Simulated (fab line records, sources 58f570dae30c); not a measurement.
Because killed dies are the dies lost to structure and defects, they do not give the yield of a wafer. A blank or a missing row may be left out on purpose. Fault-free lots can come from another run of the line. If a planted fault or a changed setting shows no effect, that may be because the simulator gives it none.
fab line records -- flow berkeley_cmos170
record: lots: 6, wafers: 18, last_day: 11
route steps=331 shown CONTACT@222
lots untouched by any fault: they come from a run of this same line in which no faults occurred
start_h: hours from the record's opening day to when the first of the lot's shown wafers began -- wait_h: hours since the lot's step before -- " repeats the value in the row above -- L1.1+2: several wafers, shown together as one row -- - no value, or no start given -- * or withheld: withheld -- < > ~ a bound
route shown NAME@n: names a module that has steps shown in the file, with the first one's number in the route -- usual: mean/standard deviation taken from wafers without a fault -- same: alike in all rows -- chamber/n: place in a boat -- sites: the reading at each site -- _std_site: their standard deviation -- _edge_site: the outer-site mean with the inner-site mean subtracted -- radius_mm: how far each site lies from the wafer's centre -- mask NAME#n: copy n -- behind: the last tool/chamber to shape the wafer -- hold: what put the lot on hold/how long, in hours/how the hold closed -- device: whichever transistor did not switch (one of n, p or np) -- end of line: the tests these same wafers got at the end of their route -- a step without rows: its recipe alone -- killed: at the first sort, the dies lost to defects and structure; wafer yield is something else -- map: a wafer's dies, x killed, . not, _ none there
set.NAME: the setting the step ran with; set.NAME@STEP: the setting that earlier step ran with -- model.NAME: the simulator's own value behind a step, which no gauge read
a table for each step, a row for each wafer; lots at some steps of the route
services: from which hour (start_h, from the record's first day; less than 0 if before it) a tool's chamber was out of use, for how many hours, and why
== steps ==
step: UCB170_CONTACT_STRIP_06
recipe: chemistry: O2, power_w: 400, pressure_mtorr: 3500, platen_temp_c: withheld, o2_flow_sccm: 400, overash_fraction: 0.5
usual: drypump_motor_current_A: 5.8/0.42, oes_product_au: 0.734/0.0044, strip_time_to_endpoint_s: 21.96/0.06
same: overash_fraction: 0.5
lot.wafer,tool,chamber,start_h,wait_h,drypump_motor_current_A,oes_product_au,rf_hours_counter_h,strip_time_to_endpoint_s
L442.3,plasma_asher-02,0,163.87,0.1,6.4,0.741,-,21.87
L442.4,plasma_asher-02,1,163.87,0.1,5.5,0.732,-,21.83
L442.5,plasma_asher-02,0,163.87,0.1,6.4,0.734,-,21.84
L450.2,plasma_asher-03,0,194.55,0.1,5.1,0.736,46,21.90
L450.3,plasma_asher-03,0,194.55,0.1,5.1,0.734,-,21.95
L450.5,plasma_asher-03,1,194.55,0.1,5.4,0.735,-,21.93
L452.2,plasma_asher-02,0,210.47,0.1,6.4,0.739,12,21.97
L452.3,plasma_asher-02,1,210.47,0.1,5.5,0.739,-,21.92
L452.4,plasma_asher-02,0,210.47,0.1,6.4,0.734,-,21.93
L455.2,plasma_asher-01,0,219.84,0.1,6.2,0.724,55,21.93
L455.5,plasma_asher-01,1,219.84,0.1,5.9,0.743,-,21.96
L455.6,plasma_asher-01,0,219.84,0.1,6.2,0.738,-,21.88
L459.3,plasma_asher-01,0,243.48,0.1,6.2,0.732,-,22.02
L459.5,plasma_asher-01,1,243.48,0.1,6.0,0.737,-,22.02
L459.6,plasma_asher-01,0,243.48,0.1,6.2,0.739,-,22.08
L460.1,plasma_asher-01,1,244.54,0.1,5.9,0.734,58,21.95
L460.2,plasma_asher-01,0,244.54,0.1,6.2,0.741,58,22.00
L460.5,plasma_asher-01,1,244.54,0.1,5.9,0.730,-,21.93
step: UCB170_CONTACT_CLEAN_07
recipe: chemistry: SPM, temp_c: 120, time_s: 600
step: UCB170_CONTACT_RTA_08
recipe: temp_c: 900, time_s: 10, ambient: N2
usual: lamp_power_pct: 25.6/2, wafer_temp_C_max: 905.4/1.7
lot.wafer,tool,chamber,start_h,wait_h,lamp_power_pct,wafer_temp_C_max
L442.3,rtp_anneal-02,0,164.13,0.0,27.8,904.1
L442.4,rtp_anneal-02,0,164.13,0.0,27.8,904.6
L442.5,rtp_anneal-02,0,164.13,0.0,27.8,903.2
L450.2,rtp_anneal-02,0,194.86,0.0,27.8,903.9
L450.3,rtp_anneal-02,0,194.86,0.0,27.9,905.8
L450.5,rtp_anneal-02,0,194.86,0.0,27.9,904.1
L452.2,rtp_anneal-01,0,210.77,0.0,23.8,905.3
L452.3,rtp_anneal-01,0,210.77,0.0,23.8,906.0
L452.4,rtp_anneal-01,0,210.77,0.0,23.7,905.8
L455.2,rtp_anneal-02,0,220.14,0.0,27.8,904.5
L455.5,rtp_anneal-02,0,220.14,0.0,27.8,904.2
L455.6,rtp_anneal-02,0,220.14,0.0,27.8,904.4
L459.3,rtp_anneal-02,0,245.06,0.0,27.8,905.0
L459.5,rtp_anneal-02,0,245.06,0.0,27.8,903.1
L459.6,rtp_anneal-02,0,245.06,0.0,27.9,905.1
L460.1,rtp_anneal-02,0,245.10,0.1,27.9,903.3
L460.2,rtp_anneal-02,0,245.10,0.1,27.9,903.1
L460.5,rtp_anneal-02,0,245.10,0.1,27.9,905.5
step: UCB170_CONTACT_COAT_09
recipe: resist: BARC, temp_c: withheld, time_s: withheld, spin_rpm: 3000, resist_thk_nm: withheld
step: UCB170_CONTACT_COAT_10
recipe: resist: KrF, spin_rpm: 1500, resist_thk_nm: 900
step: UCB170_CONTACT_SOFTBAKE_11
recipe: resist: KrF, temp_c: 130, time_s: 60
step: UCB170_CONTACT_EXPOSE_12
recipe: mask_id: CONT, target_cd_nm: 700, na: 0.5, sigma_outer: 0.6, source_shape: conventional, dose_mj: 35
step: UCB170_CONTACT_PEB_13
recipe: peb_temp_c: 130, peb_time_s: withheld, resist: KrF
step: UCB170_CONTACT_DEVELOP_14
recipe: developer: TMAH, develop_time_s: 45, resist: KrF, dev_temp_c: 21
step: UCB170_CONTACT_CD_MEAS_15
recipe: target_cd_nm: 700
usual: cd_nm: 699.5/1.5
lot.wafer,tool,chamber,start_h,wait_h,cd_nm
L442.3,cd_sem-01,-,165.50,-,697.2
L442.4,cd_sem-01,-,165.50,-,697.0
L442.5,cd_sem-01,-,165.50,-,698.7
L450.2,cd_sem-02,-,196.25,-,697.9
L450.3,cd_sem-02,-,196.25,-,697.5
L450.5,cd_sem-02,-,196.25,-,698.9
L452.2,cd_sem-01,-,212.84,-,699.8
L452.3,cd_sem-01,-,212.84,-,698.6
L452.4,cd_sem-01,-,212.84,-,699.6
L455.2,cd_sem-01,-,221.27,-,699.7
L455.5,cd_sem-01,-,221.27,-,697.6
L455.6,cd_sem-01,-,221.27,-,697.8
L459.3,cd_sem-02,-,246.14,-,699.4
L459.5,cd_sem-02,-,246.14,-,699.4
L459.6,cd_sem-02,-,246.14,-,697.9
L460.1,cd_sem-02,-,246.38,-,697.5
L460.2,cd_sem-02,-,246.38,-,697.3
L460.5,cd_sem-02,-,246.38,-,698.1
step: UCB170_CONTACT_OVL_MEAS_16
usual: CONTACT_OVL: -3/5
lot.wafer,tool,chamber,start_h,wait_h,CONTACT_OVL[nm]
L442.3,overlay-01,-,165.59,0.1,-6
L442.4,overlay-01,-,165.59,0.1,-2
L442.5,overlay-01,-,165.59,0.1,-1
L450.2,overlay-01,-,196.36,0.1,-8
L450.3,overlay-01,-,196.36,0.1,-4
L450.5,overlay-01,-,196.36,0.1,-7
L452.2,overlay-02,-,212.95,0.1,-1
L452.3,overlay-02,-,212.95,0.1,-4
L452.4,overlay-02,-,212.95,0.1,3
L455.2,overlay-01,-,221.37,0.1,-2
L455.5,overlay-01,-,221.37,0.1,-4
L455.6,overlay-01,-,221.37,0.1,-5
L459.3,overlay-02,-,246.24,0.1,-1
L459.5,overlay-02,-,246.24,0.1,-2
L459.6,overlay-02,-,246.24,0.1,0
L460.1,overlay-02,-,246.50,0.1,-7
L460.2,overlay-02,-,246.50,0.1,-10
L460.5,overlay-02,-,246.50,0.1,-11
step: UCB170_CONTACT_ETCH_17
recipe: chemistry: N2/H2, target_depth_a: withheld, overetch_a: withheld, target: BARC, time_s: withheld, source_w: 500, bias_w: 100, pressure_mtorr: 30, n2_flow_sccm: 100, h2_flow_sccm: 200
usual: drypump_motor_current_A: 5.8/0.45, oes_product_au: 0.997/0.023, throttle_valve_pct: 13.23/0.2
lot.wafer,tool,chamber,start_h,wait_h,drypump_motor_current_A,oes_product_au,throttle_valve_pct
L442.3,rie_diel-01,3,165.62,0.0,5.4,1.045,13.19
L442.4,rie_diel-01,3,165.62,0.0,5.4,1.038,13.20
L442.5,rie_diel-01,0,165.62,0.0,6.0,1.003,13.12
L450.2,rie_diel-02,3,196.39,0.0,5.8,0.990,13.44
L450.3,rie_diel-02,0,196.39,0.0,6.2,0.962,13.24
L450.5,rie_diel-02,0,196.39,0.0,6.2,0.964,13.23
L452.2,rie_diel-03,2,212.98,0.0,6.4,0.989,13.13
L452.3,rie_diel-03,1,212.98,0.0,5.0,1.009,13.49
L452.4,rie_diel-03,0,212.98,0.0,6.6,0.983,12.89
L455.2,rie_diel-02,0,221.40,0.0,6.3,0.976,13.23
L455.5,rie_diel-02,2,221.40,0.0,5.7,0.965,13.17
L455.6,rie_diel-02,3,221.40,0.0,5.8,0.994,13.42
L459.3,rie_diel-01,3,246.26,0.0,5.4,1.044,13.20
L459.5,rie_diel-01,3,246.26,0.0,5.4,1.042,13.20
L459.6,rie_diel-01,2,246.26,0.0,6.0,0.978,13.63
L460.1,rie_diel-02,3,246.53,0.0,5.8,0.982,13.43
L460.2,rie_diel-02,0,246.53,0.0,6.2,0.973,13.23
L460.5,rie_diel-02,1,246.53,0.0,5.8,1.000,12.99
step: UCB170_CONTACT_ETCH_18
recipe: chemistry: CHF3/CF4/Ar, target: PSG, stop_on: TiSi2, CHF3_flow_sccm: 45, cf4_flow_sccm: 15, Ar_flow_sccm: 150, pressure_mtorr: 200, rf_w: 700, target_depth_a: 8400, over_etch_frac: 0.2, time_s: 195
usual: drypump_motor_current_A: 5.8/0.45, oes_product_au: 0.892/0.015, throttle_valve_pct: 6.87/0.13
lot.wafer,tool,chamber,start_h,wait_h,drypump_motor_current_A,oes_product_au,rf_hours_counter_h,throttle_valve_pct,model.CONTACT.feature_depth_nm,model.etch.depth_nm,model.KrF_of_CONTACT_COAT_10.thk_nm
L442.3,rie_diel-01,3,165,-,5.4,0.921,53,6.83,699.4,699.4,687.1
L442.4,rie_diel-01,3,165,-,5.4,0.916,-,6.83,698.1,698.1,692.3
L442.5,rie_diel-01,0,165,-,6.1,0.894,-,6.81,703.3,703.3,693.7
L450.2,rie_diel-02,3,196,-,5.8,0.900,77,6.98,716.6,716.6,693.4
L450.3,rie_diel-02,0,196,-,6.3,0.889,5,6.85,718.3,718.3,691.7
L450.5,rie_diel-02,0,196,-,6.3,0.885,-,6.87,710.2,710.2,692.8
L452.2,rie_diel-03,2,213,-,6.4,0.896,113,6.83,718.4,718.4,697.7
L452.3,rie_diel-03,1,213,-,5.0,0.915,16,7.05,713.8,713.8,693.8
L452.4,rie_diel-03,0,213,-,6.6,0.905,127,6.69,715.3,715.3,696.8
L455.2,rie_diel-02,0,221,-,6.2,0.689,6,6.86,439.4,439.4,785
L455.5,rie_diel-02,2,221,-,5.7,0.691,-,6.86,444.3,444.3,783.1
L455.6,rie_diel-02,3,221,-,5.8,0.699,-,6.99,438.7,438.7,786.9
L459.3,rie_diel-01,3,246,-,5.4,0.918,57,6.87,695.4,695.4,690.5
L459.5,rie_diel-01,3,246,-,5.4,0.919,-,6.86,697.5,697.5,689.7
L459.6,rie_diel-01,2,246,-,6.0,0.876,-,7.13,692.5,692.5,696.2
L460.1,rie_diel-02,3,246,-,5.8,0.691,79,6.99,441.8,441.8,782.3
L460.2,rie_diel-02,0,246,-,6.3,0.701,8,6.86,445.7,445.7,777.8
L460.5,rie_diel-02,1,246,-,5.8,0.695,-,6.70,449.6,449.6,776.1
step: UCB170_CONTACT_STRIP_19
recipe: chemistry: O2, power_w: 400, pressure_mtorr: 3500, platen_temp_c: withheld, o2_flow_sccm: 400, overash_fraction: 0.5
usual: drypump_motor_current_A: 5.7/0.44, oes_product_au: 0.725/0.0042
same: overash_fraction: 0.5
lot.wafer,tool,chamber,start_h,wait_h,drypump_motor_current_A,oes_product_au,rf_hours_counter_h
L442.3,plasma_asher-02,0,165.82,-,6.3,0.718,-
L442.4,plasma_asher-02,1,165.82,-,5.5,0.722,-
L442.5,plasma_asher-02,1,165.82,-,5.5,0.727,-
L450.2,plasma_asher-03,0,196.55,-,5.1,0.723,46
L450.3,plasma_asher-03,0,196.55,-,5.1,0.723,-
L450.5,plasma_asher-03,1,196.55,-,5.4,0.720,-
L452.2,plasma_asher-01,1,213.15,-,5.9,0.726,54
L452.3,plasma_asher-01,1,213.15,-,5.9,0.725,-
L452.4,plasma_asher-01,0,213.15,-,6.2,0.727,-
L455.2,plasma_asher-03,1,221.57,-,5.4,0.731,49
L455.5,plasma_asher-03,0,221.57,-,5.1,0.730,-
L455.6,plasma_asher-03,1,221.57,-,5.4,0.726,-
L459.3,plasma_asher-03,0,246.46,-,5.1,0.725,-
L459.5,plasma_asher-03,1,246.46,-,5.4,0.730,-
L459.6,plasma_asher-03,0,246.46,-,5.1,0.732,-
L460.1,plasma_asher-01,0,246.70,-,6.2,0.727,59
L460.2,plasma_asher-01,1,246.70,-,5.9,0.731,59
L460.5,plasma_asher-01,0,246.70,-,6.1,0.733,-
== services ==
tool,chamber,start_h,hours,kind
rie_diel-01,-,147.94,4.0,pm
rie_diel-01,2,160.63,11.7,repair
plasma_asher-03,-,165.06,2.8,pm
plasma_asher-03,-,176.56,14.6,pm
rie_diel-02,3,209.80,4.0,repair
rie_diel-02,-,209.83,1.9,repair
plasma_asher-03,-,219.76,1.7,repair
rie_diel-01,3,226.36,2.0,repair
== key ==
first_sign: step: UCB170_CONTACT_ETCH_18, reading: oes_product_au, direction: down, sigmas: 13, usual: 0.892, struck: 0.694
effect none on later readings
model_effect: step: UCB170_CONTACT_ETCH_18, value: CONTACT.feature_depth_nm, without: 701.2, struck: 443.3
met_at UCB170_CONTACT_ETCH_18
struck_wafers L455.2,L455.5,L455.6,L460.1,L460.2,L460.5
later_rows_left_out L455.2,L455.5,L455.6,L460.1,L460.2,L460.5
sort_left_out L455.2,L455.5,L455.6,L460.1,L460.2,L460.5
tester_left_out L455,L460
onset_between 196 221
fault: kind: process_parameter_drift, tool: rie_diel-02, chamber: -, onset_h: 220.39, steps: UCB170_CONTACT_ETCH_18, channel: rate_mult, offset: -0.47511, shape: step, end_h: 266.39
tester_left_out: of these lots the tester's yield and bins aren't shown, on N5 and GAA mostly nor the transistor test; their killed dies are dies lost to structure and defects alone, not to doping, threshold or leakage, so they don't give the yield
sort_left_out: the simulated sort isn't trusted on such a fault, so these wafers' sort isn't shown, and their yield isn't known
later_rows_left_out: the simulator's readings of these wafers behind a module that went badly wrong aren't trusted and aren't shown, but for the sort
